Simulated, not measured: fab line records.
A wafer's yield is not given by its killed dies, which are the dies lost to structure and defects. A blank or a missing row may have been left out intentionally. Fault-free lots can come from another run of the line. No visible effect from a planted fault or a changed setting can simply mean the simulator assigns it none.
The tool behind it: which one? -- flow berkeleyCmos170 -- 39 wafers from 13 lots sampled at 6 of the route's 331 steps

## WHAT EACH GAUGE READ, for each wafer
UCB170_V2_BOW_MEAS_03. Usual: for V2_BOW the level is 36 um and the standard deviation is 7.8.
lot,measured,on,V2_BOW (um),flag
L710,day 7 21:38,filmMetro-02,38 25 43,
L709,day 7 21:56,filmMetro-04,33 27 29,
L712,day 8 15:05,filmMetro-02,49 34 43,
L713,day 8 15:36,filmMetro-03,28 28 35,
L715,day 9 16:21,filmMetro-03,30 38 34,
L716,day 9 16:34,filmMetro-04,28 33 20,
L717,day 9 16:52,filmMetro-04,35 30 40,
L720,day 10 15:08,filmMetro-02,32 34 40,
L727,day 11 05:20,filmMetro-03,38 26 49,
L732,day 11 23:39,filmMetro-02,51 42 29,
L730,day 12 00:13,filmMetro-04,39 29 39,
L729,day 12 00:34,filmMetro-04,40 49 39,
L731,day 12 00:53,filmMetro-03,36 47 40,

UCB170_V2_OVL_MEAS_13. Usual: for V2_OVL the level is 1 nm and the standard deviation is 5.
lot,measured,on,V2_OVL (nm),flag
L710,day 7 23:19,overlay-01,0 1 -5,
L709,day 7 23:28,overlay-02,2 1 1,
L712,day 8 17:40,overlay-01,5 4 7,
L713,day 8 17:58,overlay-02,-9 1 0,
L715,day 9 19:05,overlay-02,5 6 12,
L716,day 9 20:04,overlay-02,5 7 3,
L717,day 9 20:20,overlay-02,0 -5 -3,
L720,day 10 17:22,overlay-02,-7 -8 -14,
L727,day 11 06:53,overlay-02,-1 3 -4,
L732,day 12 01:43,overlay-01,-2 3 -2,
L730,day 12 01:59,overlay-02,1 3 0,
L729,day 12 02:53,overlay-01,-6 -2 -1,
L731,day 12 03:43,overlay-02,1 -2 9,

UCB170_V2_CD_MEAS_90: target cd 700 nm. Usual: cdNm 700.1 nm, standard deviation 1.8.
lot,measured,on,cdNm (nm),flag
L710,day 7 23:38,cdSem-01,700.3 701.0 700.7,
L709,day 7 23:47,cdSem-01,699.8 698.9 698.1,
L712,day 8 17:59,cdSem-01,700.3 700.1 699.8,
L713,day 8 18:18,cdSem-02,701.5 701.8 701.0,
L715,day 9 19:23,cdSem-01,699.3 701.2 700.1,
L716,day 9 20:23,cdSem-02,697.9 698.3 697.2,
L717,day 9 20:40,cdSem-01,700.8 699.3 698.4,
L720,day 10 17:41,cdSem-01,701.5 701.4 702.1,
L727,day 11 07:12,cdSem-01,702.3 700.6 700.6,
L732,day 12 02:02,cdSem-02,698.8 699.3 700.2,
L730,day 12 02:17,cdSem-01,700.4 699.0 702.1,
L729,day 12 03:12,cdSem-02,704.3 702.8 704.8,
L731,day 12 04:01,cdSem-01,697.7 700.3 699.3,

UCB170_M3_RS_MEAS_02: the measuring method here is four-point-probe. Usual: for M3_AL_RS the level is 0.03227 ohm/sq and the standard deviation is 0.0003.
lot,measured,on,M3_AL_RS (ohm/sq),flag
L710,day 7 23:54,filmMetro-04,0.03258 0.03204 0.0325,
L709,day 8 00:03,filmMetro-02,0.03261 0.03248 0.03223,
L712,day 8 18:15,filmMetro-02,0.03248 0.03227 0.03257,
L713,day 8 18:34,filmMetro-01,0.03182 0.03155 0.03159,
L715,day 9 19:40,filmMetro-04,0.03206 0.03279 0.0324,
L716,day 9 20:40,filmMetro-01,0.03259 0.03258 0.03291,
L717,day 9 20:56,filmMetro-04,0.03208 0.03228 0.03245,
L720,day 10 17:58,filmMetro-01,0.03194 0.03195 0.03229,
L727,day 11 07:28,filmMetro-02,0.03252 0.03219 0.02217,OFF
L732,day 12 02:19,filmMetro-04,0.0328 0.03247 0.03246,
L730,day 12 02:34,filmMetro-01,0.03237 0.03214 0.03217,
L729,day 12 03:28,filmMetro-01,0.03227 0.03198 0.03188,
L731,day 12 04:17,filmMetro-04,0.03189 0.03178 0.0321,

UCB170_M3_THK_MEAS_03: measures by xrf. Usual: for M3_AL_THK the level is 896 nm and the standard deviation is 11.
lot,measured,on,M3_AL_THK (nm),flag
L710,day 8 00:01,filmMetro-04,890 900 888,
L709,day 8 00:10,filmMetro-02,891 899 903,
L712,day 8 18:22,filmMetro-02,897 904 894,
L713,day 8 18:40,filmMetro-01,895 915 907,
L715,day 9 19:47,filmMetro-04,912 888 899,
L716,day 9 20:46,filmMetro-01,886 886 874,
L717,day 9 21:03,filmMetro-04,907 903 895,
L720,day 10 18:05,filmMetro-01,899 896 885,
L727,day 11 07:35,filmMetro-02,892 903 1307,OFF
L732,day 12 02:25,filmMetro-04,888 892 898,
L730,day 12 02:41,filmMetro-01,887 890 894,
L729,day 12 03:35,filmMetro-01,885 895 898,
L731,day 12 04:25,filmMetro-04,920 919 912,

## WHAT TOOL EACH LOT RAN ON (gives the tool, then ch and the chambers of the sampled wafers, and finally the start)
lot,UCB170_M3_SPUTTER_01
L710,"pvdSputter-04, day 7 23:49"
L709,"pvdSputter-03, day 7 23:58"
L712,"pvdSputter-04, day 8 18:10"
L713,"pvdSputter-02, day 8 18:26"
L715,"pvdSputter-04, day 9 19:35"
L716,"pvdSputter-03, day 9 20:34"
L717,"pvdSputter-04, day 9 20:50"
L720,"pvdSputter-04, day 10 17:52"
L727,"pvdSputter-04, day 11 07:23"
L732,"pvdSputter-02, day 12 02:12"
L730,"pvdSputter-02, day 12 02:29"
L729,"pvdSputter-02, day 12 03:23"
L731,"pvdSputter-02, day 12 04:13"
- UCB170_M3_SPUTTER_01: material Al, target thk 900 nm, time 120 s.

## WHAT THE TOOLS THEMSELVES READ (means of the sampled wafers that have a number; where no wafer has one, the mark that the record gives instead)
UCB170_M3_SPUTTER_01. Usual: throttleValvePct 30.0 %, standard deviation 1.
lot,tool,throttleValvePct (%),flag
L710,pvdSputter-04,29.4,
L709,pvdSputter-03,30.1,
L712,pvdSputter-04,28.2,
L713,pvdSputter-02,30.9,
L715,pvdSputter-04,29.5,
L716,pvdSputter-03,30.0,
L717,pvdSputter-04,29.2,
L720,pvdSputter-04,29.2,
L727,pvdSputter-04,29.0,
L732,pvdSputter-02,30.8,
L730,pvdSputter-02,31.3,
L729,pvdSputter-02,30.7,
L731,pvdSputter-02,31.2,

## THE ANSWER, worked out from the rows above alone
Rule: lot off if the mean of its wafers having a number is beyond 3 standard deviations from the usual mean. Also off: a lot with no number at a reading for which 4 or more lots have one. Where the step has rows for the other lots, those lots are counted as sound. After the gauges, taken in route order, come the tools' own readings; for these a lot's mean is taken, as printed above. At the first step where some lot is off, the reading lying furthest off is the one used; lots without a number count as furthest.
Off: L727, at UCB170_M3_RS_MEAS_02 (M3_AL_RS).
If a tool, at a process step before that reading, ran all the lots that are off and no sound lot after the first of them, it fits. Gauges at UCB170_M3_RS_MEAS_02: tried the same way as those tools. 2 tools fit, pvdSputter-04 at UCB170_M3_SPUTTER_01 and filmMetro-02 at UCB170_M3_RS_MEAS_02, so this cannot tell which one it is.

## WHAT HAD BEEN PUT IN BY THE SIMULATOR
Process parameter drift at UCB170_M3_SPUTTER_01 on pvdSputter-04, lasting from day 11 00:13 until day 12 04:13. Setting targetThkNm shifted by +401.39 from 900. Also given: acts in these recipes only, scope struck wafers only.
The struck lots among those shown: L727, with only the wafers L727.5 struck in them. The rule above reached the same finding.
